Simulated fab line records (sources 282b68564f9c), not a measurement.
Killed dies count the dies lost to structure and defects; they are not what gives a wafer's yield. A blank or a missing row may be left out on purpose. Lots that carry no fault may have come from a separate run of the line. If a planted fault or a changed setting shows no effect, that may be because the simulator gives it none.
A sampling plan put to the test | flow rit_cmos | each of the 38 faults these records tell of, on one fab line, judged from the records of the lots it struck
The plan is the line's own looks: the steps of the route at which a gauge or an inspection reads the wafer and doesn't change it. A look can be judged if struck wafers have a number there and the file gives its usual mean and standard deviation on fault-free wafers. Caught: at a look after the fault's first step, the mean of the struck wafers lies 4 or more of those standard deviations (sigma) from the usual mean. On the tool: the same test on the tool's own readings at the fault's steps. Also counted as caught: the struck wafers showing another recipe, or a record that is empty for them alone.

## THE FAULTS, as the simulator had put them in
1. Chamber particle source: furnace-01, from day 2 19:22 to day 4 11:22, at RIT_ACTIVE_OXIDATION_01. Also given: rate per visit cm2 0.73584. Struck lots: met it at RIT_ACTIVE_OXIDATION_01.
2. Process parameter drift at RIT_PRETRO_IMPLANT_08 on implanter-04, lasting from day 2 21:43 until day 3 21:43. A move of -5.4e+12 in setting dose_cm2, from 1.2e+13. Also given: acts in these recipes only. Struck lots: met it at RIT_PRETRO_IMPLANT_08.
3. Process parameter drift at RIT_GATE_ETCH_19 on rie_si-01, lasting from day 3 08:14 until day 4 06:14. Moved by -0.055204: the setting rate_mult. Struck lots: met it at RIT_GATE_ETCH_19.
4. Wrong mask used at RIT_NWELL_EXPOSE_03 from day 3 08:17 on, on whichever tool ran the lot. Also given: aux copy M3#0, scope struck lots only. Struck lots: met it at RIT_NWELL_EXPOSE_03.
5. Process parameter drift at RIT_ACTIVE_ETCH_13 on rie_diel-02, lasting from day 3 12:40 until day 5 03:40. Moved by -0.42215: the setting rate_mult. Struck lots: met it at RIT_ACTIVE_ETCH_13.
6. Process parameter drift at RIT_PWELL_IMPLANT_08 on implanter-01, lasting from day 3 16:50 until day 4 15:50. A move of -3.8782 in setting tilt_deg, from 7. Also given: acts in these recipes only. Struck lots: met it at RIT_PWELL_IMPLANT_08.
7. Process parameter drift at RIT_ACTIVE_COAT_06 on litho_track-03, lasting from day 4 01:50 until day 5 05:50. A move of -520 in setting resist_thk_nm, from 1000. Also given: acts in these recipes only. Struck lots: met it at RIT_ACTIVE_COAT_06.
8. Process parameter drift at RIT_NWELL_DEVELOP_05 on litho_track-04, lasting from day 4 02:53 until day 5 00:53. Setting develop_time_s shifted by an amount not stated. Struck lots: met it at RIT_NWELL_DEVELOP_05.
9. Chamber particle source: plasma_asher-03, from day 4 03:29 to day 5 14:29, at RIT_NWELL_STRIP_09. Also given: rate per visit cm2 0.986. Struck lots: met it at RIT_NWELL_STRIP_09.
10. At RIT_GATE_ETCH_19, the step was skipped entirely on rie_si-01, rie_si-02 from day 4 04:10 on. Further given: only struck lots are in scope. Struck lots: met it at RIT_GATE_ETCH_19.
11. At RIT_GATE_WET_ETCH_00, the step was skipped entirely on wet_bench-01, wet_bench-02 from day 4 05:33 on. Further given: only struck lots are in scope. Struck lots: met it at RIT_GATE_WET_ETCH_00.
12. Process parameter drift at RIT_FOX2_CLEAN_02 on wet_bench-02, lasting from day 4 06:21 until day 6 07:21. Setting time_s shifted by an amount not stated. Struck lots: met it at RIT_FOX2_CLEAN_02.
13. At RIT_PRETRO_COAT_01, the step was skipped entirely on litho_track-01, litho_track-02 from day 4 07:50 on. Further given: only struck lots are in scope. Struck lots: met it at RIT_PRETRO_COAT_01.
14. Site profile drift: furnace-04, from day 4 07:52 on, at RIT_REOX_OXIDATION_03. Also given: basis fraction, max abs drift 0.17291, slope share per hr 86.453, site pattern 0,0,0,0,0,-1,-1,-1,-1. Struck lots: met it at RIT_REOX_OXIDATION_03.
15. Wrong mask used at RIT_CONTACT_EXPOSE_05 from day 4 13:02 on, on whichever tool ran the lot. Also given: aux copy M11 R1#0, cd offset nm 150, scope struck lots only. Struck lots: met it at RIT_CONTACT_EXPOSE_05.
16. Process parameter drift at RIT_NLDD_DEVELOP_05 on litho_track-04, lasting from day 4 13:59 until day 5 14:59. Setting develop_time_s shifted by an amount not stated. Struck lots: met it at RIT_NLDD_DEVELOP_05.
17. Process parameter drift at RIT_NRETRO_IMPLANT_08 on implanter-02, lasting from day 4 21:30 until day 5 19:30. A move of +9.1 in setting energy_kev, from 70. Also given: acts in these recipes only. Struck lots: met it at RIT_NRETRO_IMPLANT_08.
18. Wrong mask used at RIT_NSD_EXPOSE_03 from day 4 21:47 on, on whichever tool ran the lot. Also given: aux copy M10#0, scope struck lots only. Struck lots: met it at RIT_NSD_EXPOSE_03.
19. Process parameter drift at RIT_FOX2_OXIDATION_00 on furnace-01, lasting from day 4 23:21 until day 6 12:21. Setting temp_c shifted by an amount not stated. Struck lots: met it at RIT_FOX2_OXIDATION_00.
20. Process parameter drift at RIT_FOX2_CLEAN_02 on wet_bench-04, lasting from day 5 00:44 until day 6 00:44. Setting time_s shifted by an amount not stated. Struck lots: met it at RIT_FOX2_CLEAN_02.
21. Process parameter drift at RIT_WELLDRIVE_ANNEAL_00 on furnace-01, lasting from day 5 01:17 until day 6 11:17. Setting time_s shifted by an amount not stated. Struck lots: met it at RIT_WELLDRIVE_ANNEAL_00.
22. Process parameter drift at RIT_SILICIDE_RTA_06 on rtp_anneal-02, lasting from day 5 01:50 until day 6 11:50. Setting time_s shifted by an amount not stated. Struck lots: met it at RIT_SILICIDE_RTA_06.
23. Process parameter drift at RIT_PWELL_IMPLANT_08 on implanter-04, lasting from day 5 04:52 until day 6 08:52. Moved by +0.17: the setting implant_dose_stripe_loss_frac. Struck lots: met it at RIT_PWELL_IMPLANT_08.
24. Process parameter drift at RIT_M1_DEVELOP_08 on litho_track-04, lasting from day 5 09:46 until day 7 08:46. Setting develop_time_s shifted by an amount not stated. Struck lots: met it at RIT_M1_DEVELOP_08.
25. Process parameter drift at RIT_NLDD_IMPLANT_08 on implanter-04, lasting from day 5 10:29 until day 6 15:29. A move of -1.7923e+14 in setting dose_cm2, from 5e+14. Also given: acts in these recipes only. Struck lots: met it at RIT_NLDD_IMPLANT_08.
26. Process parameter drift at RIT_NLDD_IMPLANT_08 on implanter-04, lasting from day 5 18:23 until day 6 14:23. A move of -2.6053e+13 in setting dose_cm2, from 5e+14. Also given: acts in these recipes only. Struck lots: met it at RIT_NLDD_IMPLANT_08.
27. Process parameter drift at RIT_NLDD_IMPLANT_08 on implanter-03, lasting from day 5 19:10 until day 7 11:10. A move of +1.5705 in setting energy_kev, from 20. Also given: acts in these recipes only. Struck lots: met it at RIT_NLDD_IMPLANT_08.
28. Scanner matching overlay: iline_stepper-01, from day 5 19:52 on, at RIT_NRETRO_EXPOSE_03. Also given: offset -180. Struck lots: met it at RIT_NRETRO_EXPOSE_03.
29. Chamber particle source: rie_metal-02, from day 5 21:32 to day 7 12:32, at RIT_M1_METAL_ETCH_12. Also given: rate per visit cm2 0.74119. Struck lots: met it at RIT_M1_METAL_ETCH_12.
30. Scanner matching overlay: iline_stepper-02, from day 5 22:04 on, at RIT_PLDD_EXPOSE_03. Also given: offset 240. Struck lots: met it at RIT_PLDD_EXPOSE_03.
31. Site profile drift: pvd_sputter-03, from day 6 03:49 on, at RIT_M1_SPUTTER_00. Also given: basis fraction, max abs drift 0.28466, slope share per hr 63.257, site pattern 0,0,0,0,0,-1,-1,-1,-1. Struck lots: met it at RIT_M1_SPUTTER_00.
32. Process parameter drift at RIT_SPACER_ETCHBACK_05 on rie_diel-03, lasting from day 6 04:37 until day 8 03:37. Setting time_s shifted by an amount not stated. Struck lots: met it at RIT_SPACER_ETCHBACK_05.
33. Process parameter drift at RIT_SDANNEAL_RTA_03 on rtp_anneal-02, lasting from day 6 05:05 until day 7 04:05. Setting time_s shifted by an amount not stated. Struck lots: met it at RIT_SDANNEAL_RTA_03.
34. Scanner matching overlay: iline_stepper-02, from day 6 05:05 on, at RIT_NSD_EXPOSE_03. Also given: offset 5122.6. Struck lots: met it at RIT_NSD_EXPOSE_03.
35. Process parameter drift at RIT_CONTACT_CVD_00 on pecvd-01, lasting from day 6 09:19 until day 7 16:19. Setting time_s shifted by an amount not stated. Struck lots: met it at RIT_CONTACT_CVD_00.
36. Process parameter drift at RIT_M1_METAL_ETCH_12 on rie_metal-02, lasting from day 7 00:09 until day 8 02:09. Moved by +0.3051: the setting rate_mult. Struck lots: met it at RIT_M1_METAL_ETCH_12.
37. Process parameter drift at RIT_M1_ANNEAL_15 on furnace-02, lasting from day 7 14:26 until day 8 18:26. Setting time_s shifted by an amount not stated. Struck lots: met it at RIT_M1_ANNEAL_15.
38. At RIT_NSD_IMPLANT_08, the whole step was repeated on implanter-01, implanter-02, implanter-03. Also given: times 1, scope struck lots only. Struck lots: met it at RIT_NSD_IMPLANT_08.

## WHAT THE PLAN SAW
fault | on the tool itself                               | first look that catches it                      | reading, sigma                                                  | median hours from its first step to that look | hours from the fault's start to the first struck lot there | judged looks passed uncaught
1     | under 2 sigma                                    | none of the 2 looks that can be judged after it | -                                                               | -                                             | -                                                          | 2
2     | dose_ions_cm2 -99 or beyond sigma                | RIT_PRETRO_TW_MEAS_10                           | PRETRO_TW -19                                                   | 0.3                                           | 3                                                          | 0
3     | under 2 sigma                                    | no look after it can be judged                  | -                                                               | -                                             | -                                                          | 0
4     | no reading that can be judged                    | RIT_NWELL_TW_MEAS_10                            | NWELL_TW -99 or beyond                                          | 1.0                                           | 5                                                          | 0
5     | oes_product_au -4.4 sigma                        | no look after it can be judged                  | -                                                               | -                                             | -                                                          | 0
6     | tilt_deg -99 or beyond sigma                     | RIT_WELLDRIVE_RS_MEAS_02                        | PWELL_RS -4.1                                                   | 7.0                                           | 9                                                          | 0
7     | no reading that can be judged                    | RIT_ACTIVE_CD_MEAS_11                           | cd_nm -28                                                       | 0.9                                           | 11                                                         | 0
8     | no reading that can be judged                    | not the one look that can be judged after it    | strongest: NWELL_TW at RIT_NWELL_TW_MEAS_10, -3.6               | -                                             | -                                                          | 1
9     | under 2 sigma                                    | no look after it can be judged                  | -                                                               | -                                             | -                                                          | 0
10    | the tool's record is blank for the struck wafers | no look after it can be judged                  | -                                                               | -                                             | -                                                          | 0
11    | the tool's record is blank for the struck wafers | RIT_FOX2_THK_MEAS_91                            | FIELD_OXIDE_LEFT_2_THK +8.4                                     | 0.4                                           | 1                                                          | 0
12    | run_length_s -61 sigma                           | none of the 7 looks that can be judged after it | strongest: FIELD_OXIDE_LEFT_1_THK at RIT_FOX2_THK_MEAS_90, +2.2 | -                                             | -                                                          | 7
13    | the tool's record is blank for the struck wafers | no look after it can be judged                  | -                                                               | -                                             | -                                                          | 0
14    | under 2 sigma                                    | none of the 6 looks that can be judged after it | -                                                               | -                                             | -                                                          | 6
15    | under 2 sigma                                    | RIT_CONTACT_CD_MEAS_08                          | cd_nm +69                                                       | 0.5                                           | 5                                                          | 0
16    | no reading that can be judged                    | RIT_NLDD_TW_MEAS_10                             | NLDD_TW -78                                                     | 1.3                                           | 2                                                          | 1
17    | beam_energy_keV +99 or beyond sigma              | none of the 2 looks that can be judged after it | strongest: NRETRO_TW at RIT_NRETRO_TW_MEAS_10, +3.3             | -                                             | -                                                          | 2
18    | no reading that can be judged                    | RIT_NSD_TW_MEAS_10                              | NSD_TW -82                                                      | 0.9                                           | 1                                                          | 0
19    | spike_tc_centre_C +9.0 sigma                     | none of the 4 looks that can be judged after it | strongest: FIELD_OXIDE_LEFT_2_THK at RIT_FOX2_THK_MEAS_91, +2.7 | -                                             | -                                                          | 4
20    | run_length_s +71 sigma                           | none of the 2 looks that can be judged after it | strongest: FIELD_OXIDE_LEFT_1_THK at RIT_FOX2_THK_MEAS_90, -2.5 | -                                             | -                                                          | 2
21    | run_length_s -99 or beyond sigma                 | RIT_WELLDRIVE_RS_MEAS_01                        | NWELL_RS +40                                                    | 5.1                                           | 9                                                          | 0
22    | under 2 sigma                                    | none of the 8 looks that can be judged after it | -                                                               | -                                             | -                                                          | 8
23    | under 2 sigma                                    | RIT_WELLDRIVE_RS_MEAS_02                        | PWELL_RS +27                                                    | 6.2                                           | 18                                                         | 0
24    | no reading that can be judged                    | no look after it can be judged                  | -                                                               | -                                             | -                                                          | 0
25    | dose_ions_cm2 -99 or beyond sigma                | RIT_NLDD_TW_MEAS_10                             | NLDD_TW -9.2                                                    | 0.3                                           | 5                                                          | 0
26    | dose_ions_cm2 -52 sigma                          | RIT_SDANNEAL_RS_MEAS_07                         | NLDD_RS +14                                                     | 8.5                                           | 12                                                         | 0
27    | beam_energy_keV +99 or beyond sigma              | none of the 6 looks that can be judged after it | strongest: NLDD_RS at RIT_SDANNEAL_RS_MEAS_07, -2.7             | -                                             | -                                                          | 6
28    | no reading that can be judged                    | RIT_NRETRO_OVL_MEAS_06                          | NRETRO_OVL -99 or beyond                                        | 0.4                                           | 4                                                          | 0
29    | under 2 sigma                                    | none of the 2 looks that can be judged after it | -                                                               | -                                             | -                                                          | 2
30    | no reading that can be judged                    | RIT_PLDD_OVL_MEAS_06                            | PLDD_OVL +99 or beyond                                          | 0.4                                           | 6                                                          | 0
31    | under 2 sigma                                    | RIT_M1_RS_MEAS_01                               | M1_AL_RS +17                                                    | 0.3                                           | 5                                                          | 0
32    | run_length_s -99 or beyond sigma                 | no look after it can be judged                  | -                                                               | -                                             | -                                                          | 0
33    | under 2 sigma                                    | RIT_SDANNEAL_RS_MEAS_04                         | PSD_RS -7.4                                                     | 0.1                                           | 6                                                          | 0
34    | under 2 sigma                                    | no look after it can be judged                  | -                                                               | -                                             | -                                                          | 0
35    | run_length_s -21 sigma                           | RIT_CONTACT_THK_MEAS_01                         | CONTACT_TEOS_THK -8.4                                           | 0.1                                           | 9                                                          | 0
36    | under 2 sigma                                    | no look after it can be judged                  | -                                                               | -                                             | -                                                          | 0
37    | under 2 sigma                                    | not the one look that can be judged after it    | -                                                               | -                                             | -                                                          | 1
38    | under 2 sigma                                    | RIT_NSD_TW_MEAS_10                              | NSD_TW +11                                                      | 0.6                                           | -                                                          | 0
A dash: the fault isn't caught, or these records don't give the number.

Caught at a look: 18 of 38. Caught on the tool: 16 of 38. By one or the other: 27 of 38.
On the tool alone, faults 5, 10, 12, 13, 17, 19, 20, 27, 32 were caught.
Caught at a look alone: faults 4, 7, 15, 16, 18, 23, 28, 30, 31, 33, 38.
Caught by neither: faults 1, 3, 8, 9, 14, 22, 24, 29, 34, 36, 37.

## THINNER SAMPLING
Were the look that catches a fault to measure just every second or every third lot (counted by lot number), the first struck lot would, at worst, be measured this late:
fault | struck lots at that look, in order of time | every lot | every second lot | every third lot
2     | L875, L877                                 | 3 h       | may miss all 2   | may miss all 2
4     | L328                                       | 5 h       | may miss it      | may miss it
6     | L898, L900                                 | 9 h       | may miss all 2   | may miss all 2
7     | L380, L381                                 | 11 h      | 18 h             | may miss all 2
11    | L543, L544                                 | 1 h       | 7 h              | may miss all 2
15    | L420                                       | 5 h       | may miss it      | may miss it
16    | L258, L260                                 | 2 h       | may miss all 2   | may miss all 2
18    | L527                                       | 1 h       | may miss it      | may miss it
21    | L396, L397                                 | 9 h       | 14 h             | may miss all 2
23    | L602, L604                                 | 18 h      | may miss all 2   | may miss all 2
25    | L116, L117                                 | 5 h       | 11 h             | may miss all 2
26    | L121, L123                                 | 12 h      | may miss all 2   | may miss all 2
28    | L109, L110                                 | 4 h       | 12 h             | may miss all 2
30    | L934, L936, L937, L940                     | 6 h       | 17 h             | may miss all 4
31    | L522, L526                                 | 5 h       | may miss all 2   | may miss all 2
33    | L515, L517                                 | 6 h       | may miss all 2   | may miss all 2
35    | L181, L184                                 | 9 h       | 23 h             | may miss all 2
The hour figures run from when the fault began to the first measured lot among those it struck. The test against the limit of 4 sigma pooled every struck wafer, which means one lot taken alone may stay below that limit. Other struck lots may not be in these records.

## THE LONGEST TIMED WAY FROM STEP TO LOOK
Fault 26: the median time between RIT_NLDD_IMPLANT_08 and RIT_SDANNEAL_RS_MEAS_07 is 8.5 hours. No look between them can be judged.
